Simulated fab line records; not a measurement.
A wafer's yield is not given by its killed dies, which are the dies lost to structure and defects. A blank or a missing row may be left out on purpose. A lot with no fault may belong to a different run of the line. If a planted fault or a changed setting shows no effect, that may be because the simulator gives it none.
Which tool is to blame?	flow berkeley cmos170	7 lots (21 wafers sampled), 1 step of a 331-step route

WHAT EACH GAUGE READ, for each wafer
UCB170_PFIELD_OVL_MEAS_06.
lot	measured	on	PFIELD_OVL (nm)
L370	day 5 11:42	overlay-02	-1 -7 -5
L371	day 5 18:26	overlay-01	0 0 0
L375	day 6 10:36	overlay-02	1 3 7
L376	day 6 21:21	overlay-02	-1 4 3
L379	day 7 05:56	overlay-02	4 5 6
L384	day 8 08:02	overlay-02	-2 1 -4
L391	day 9 14:18	overlay-01	-9 -8 -7

EACH LOT AND THE TOOL THAT RAN IT (in order: tool; ch and the chambers of the sampled wafers; start)
No process step before these readings appears in the record.

THE ANSWER, worked out from the rows above alone
Rule: the lots themselves supply what counts as usual. Put in order of their means at a reading, lots are off if they are a third of the lots or fewer, leave a main group of 4 or more, and stand apart from it by a gap of 3 or more times the standard deviation of the main group's means; of several such gaps the widest counts. The tables above print the reading to a certain number of digits; a main group whose means all agree to those digits is not used. A lot without any number at a reading at which 4 lots or more have one is off too. All remaining lots with rows at the step are treated as sound.
No lot is off at any reading shown: from this, nothing can be told.

WHAT HAD BEEN PUT IN BY THE SIMULATOR
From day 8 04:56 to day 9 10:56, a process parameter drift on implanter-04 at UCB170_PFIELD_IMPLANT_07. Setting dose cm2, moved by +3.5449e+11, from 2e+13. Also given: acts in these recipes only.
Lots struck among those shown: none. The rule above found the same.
